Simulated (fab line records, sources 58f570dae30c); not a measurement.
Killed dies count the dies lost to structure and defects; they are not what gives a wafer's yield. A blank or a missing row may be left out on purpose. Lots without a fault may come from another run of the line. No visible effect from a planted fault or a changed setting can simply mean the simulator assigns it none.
Which tool was responsible? -- flow berkeleyCmos170 -- 14 lots, 42 wafers sampled, at 5 steps of a route of 331

## WHAT THE GAUGES READ, wafer by wafer
UCB170_SPACER_THK_MEAS_01.
lot,measured,on,SPACER_TEOS_THK (nm)
L239,day 7 05:38,filmMetro-04,371 383 375
L241,day 7 11:08,filmMetro-04,370 373 378
L240,day 7 10:49,filmMetro-02,371 379 377
L244,day 8 09:27,filmMetro-04,375 380 377
L246,day 8 22:02,filmMetro-04,375 370 379
L245,day 8 21:53,filmMetro-01,372 379 377
L248,day 9 09:40,filmMetro-04,368 369 372
L250,day 9 19:05,filmMetro-04,374 379 245
L252,day 10 09:49,filmMetro-02,373 239 380
L253,day 10 09:50,filmMetro-01,377 375 381
L257,day 11 02:41,filmMetro-04,370 371 375
L258,day 11 16:49,filmMetro-01,371 374 375
L259,day 11 17:31,filmMetro-01,371 376 380
L260,day 12 05:52,filmMetro-01,378 379 382

UCB170_M1_CD_MEAS_09: the cd target is 700 nm.
lot,measured,on,cdNm (nm)
L239,day 8 01:41,cdSem-01,698.9 699.0 699.9
L241,day 8 06:03,cdSem-02,700.5 699.7 699.9
L240,day 8 02:36,cdSem-02,700.7 701.5 700.6
L244,day 9 04:53,cdSem-01,700.5 702.2 702.2
L246,day 9 15:55,cdSem-02,699.4 699.5 699.6
L245,day 9 14:48,cdSem-02,702.2 704.1 703.2
L248,day 10 03:35,cdSem-02,700.0 700.9 700.3
L250,day 10 15:46,cdSem-01,699.1 701.0 701.0
L252,day 11 05:58,cdSem-01,702.0 702.3 702.2
L253,day 11 04:15,cdSem-01,699.7 699.7 700.0
L257,day 11 21:24,cdSem-02,700.0 699.3 702.2
L258,day 12 13:13,cdSem-01,702.1 701.5 702.2
L259,day 12 11:59,cdSem-01,700.1 701.6 701.2
L260,day 12 23:59,cdSem-02,702.4 703.0 701.3

## EACH LOT AND THE TOOL THAT RAN IT (in order: tool; ch and the chambers of the sampled wafers; start)
lot,UCB170_PWELL_ETCH_14,UCB170_SPACER_CVD_00,UCB170_SPACER_ETCHBACK_03
L239,"rieDiel-01 ch 0,1,2, day 3 11:45","pecvd-01 ch 0,1,2, day 7 05:35","rieDiel-03 ch 0,2,3, day 7 12:32"
L241,"rieDiel-02 ch 0,2,3, day 3 18:50","pecvd-04 ch 0,2, day 7 11:05","rieDiel-01 ch 1,2, day 7 17:13"
L240,"rieDiel-04 ch 1,2,3, day 3 19:07","pecvd-01 ch 0,2, day 7 10:47","rieDiel-04 ch 1,3, day 7 12:37"
L244,"rieDiel-04 ch 0,2,3, day 4 15:08","pecvd-02 ch 1,2, day 8 09:23","rieDiel-04 ch 0,2,3, day 8 15:47"
L246,"rieDiel-01 ch 1,2,3, day 5 01:54","pecvd-04 ch 0,2, day 8 21:59","rieDiel-04 ch 0,1,3, day 9 04:04"
L245,"rieDiel-04 ch 1,2,3, day 5 02:01","pecvd-02 ch 1,2, day 8 21:46","rieDiel-03 ch 1,3, day 9 04:04"
L248,"rieDiel-01 ch 1,3, day 5 15:36","pecvd-04 ch 1,2, day 9 09:37","rieDiel-04 ch 1,2,3, day 9 14:38"
L250,"rieDiel-04 ch 0,2, day 5 20:37","pecvd-04 ch 0,1,2, day 9 19:02","rieDiel-03 ch 0,2,3, day 10 00:42"
L252,"rieDiel-04 ch 1,2,3, day 6 07:33","pecvd-04 ch 0,2, day 10 09:46","rieDiel-04 ch 0,3, day 10 16:34"
L253,"rieDiel-01 ch 0,1,3, day 6 15:11","pecvd-01 ch 0,1,2, day 10 09:47","rieDiel-01 ch 1,2,3, day 10 16:34"
L257,"rieDiel-01 ch 1,2,3, day 7 06:42","pecvd-01 ch 0,1,2, day 11 02:38","rieDiel-03 ch 0,2,3, day 11 07:49"
L258,"rieDiel-01 ch 2,3, day 7 19:30","pecvd-01 ch 1,2, day 11 16:47","rieDiel-04 ch 1,2, day 11 23:39"
L259,"rieDiel-04 ch 0,1,2, day 7 19:31","pecvd-02 ch 0,1, day 11 17:26","rieDiel-01 ch 0,1,3, day 11 23:39"
L260,"rieDiel-01 ch 1,3, day 8 03:34","pecvd-01 ch 0,1,2, day 12 05:49","rieDiel-01 ch 1,3, day 12 12:05"
- UCB170_PWELL_ETCH_14: etches Si3N4 in CH3F/Ar/O2, stops on SiO2, target depth 242 nm, time 151 s.
- UCB170_SPACER_CVD_00: deposits SiO2 from TEOS/O2, target thk 376 nm, time 47 s.
- UCB170_SPACER_ETCHBACK_03: etches SiO2 in CHF3/CF4/Ar, stops on Si, target depth 376 nm, time 100 s.

## AS READ BY THE TOOLS THEMSELVES (means over the sampled wafers that have a number; for cases with no such wafer, the mark the record gives instead)
UCB170_PWELL_ETCH_14.
lot,tool,drypumpMotorCurrentA (A),oesProductAu (a.u.),throttleValvePct (%)
L239,rieDiel-01,5.3,0.937,8.18
L241,rieDiel-02,5.9,0.938,8.12
L240,rieDiel-04,5.7,0.946,8.10
L244,rieDiel-04,5.5,0.943,8.03
L246,rieDiel-01,5.6,0.933,8.17
L245,rieDiel-04,5.7,0.932,8.09
L248,rieDiel-01,5.3,0.939,8.08
L250,rieDiel-04,5.6,0.921,7.98
L252,rieDiel-04,5.7,0.949,8.09
L253,rieDiel-01,5.3,0.930,8.22
L257,rieDiel-01,5.6,0.940,8.17
L258,rieDiel-01,5.8,0.921,8.25
L259,rieDiel-04,5.7,0.926,8.04
L260,rieDiel-01,5.3,0.935,8.10

UCB170_SPACER_CVD_00.
lot,tool,heaterPowerW (W)
L239,pecvd-01,278
L241,pecvd-04,325
L240,pecvd-01,268
L244,pecvd-02,306
L246,pecvd-04,328
L245,pecvd-02,316
L248,pecvd-04,280
L250,pecvd-04,294
L252,pecvd-04,388
L253,pecvd-01,273
L257,pecvd-01,252
L258,pecvd-01,262
L259,pecvd-02,249
L260,pecvd-01,260

UCB170_SPACER_ETCHBACK_03.
lot,tool,drypumpMotorCurrentA (A),oesProductAu (a.u.),throttleValvePct (%)
L239,rieDiel-03,5.9,0.906,6.46
L241,rieDiel-01,5.6,0.890,6.54
L240,rieDiel-04,5.8,0.908,6.56
L244,rieDiel-04,5.5,0.905,6.46
L246,rieDiel-04,5.8,0.882,6.51
L245,rieDiel-03,6.5,0.906,6.66
L248,rieDiel-04,5.7,0.894,6.51
L250,rieDiel-03,5.9,0.837,6.45
L252,rieDiel-04,5.6,0.816,6.51
L253,rieDiel-01,5.6,0.888,6.58
L257,rieDiel-03,5.9,0.906,6.46
L258,rieDiel-04,5.9,0.876,6.50
L259,rieDiel-01,5.3,0.889,6.61
L260,rieDiel-01,5.6,0.895,6.62

## THE ANSWER, worked out from the rows above alone
Rule: the usual values come from the lots themselves. The widest of any qualifying gaps counts: lots, ordered by their means at a reading, are off when they make up no more than a third of the lots, leave a main group of 4 or more, and stand apart from it by 3 or more times the standard deviation of that group's means. A main group whose means are all the same, to the digits that the tables above print for the reading, isn't used. A lot without any number at a reading at which 4 lots or more have one is off too. Where the step has rows for the other lots, those lots are counted as sound. Order of review: gauges by route order, followed by the tools' own readings, for which a lot's mean as printed above is used. At the first step where some lot is off, the reading lying furthest off is the one used; lots without a number count as furthest.
Off: at UCB170_SPACER_THK_MEAS_01 (SPACER_TEOS_THK), L250, L252. The main group: mean 375 nm, standard deviation 2.6.
A tool fits if, at a process step before that reading, it ran every lot that is off, and no sound lot after the first of them. Not tried: the gauges at UCB170_SPACER_THK_MEAS_01; whatever is off there is also off at UCB170_SPACER_ETCHBACK_03, on other tools, and gauge error can't account for it. One fits: UCB170_SPACER_CVD_00 on pecvd-04. Its last sound lot is L248 (day 9 09:37), its first lot that is off L250 (day 9 19:02): a fault that began between those two fits.

## WHAT THE SIMULATOR HAD INSERTED
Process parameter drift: pecvd-04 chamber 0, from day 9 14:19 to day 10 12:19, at UCB170_SPACER_CVD_00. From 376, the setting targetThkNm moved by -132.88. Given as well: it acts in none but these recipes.
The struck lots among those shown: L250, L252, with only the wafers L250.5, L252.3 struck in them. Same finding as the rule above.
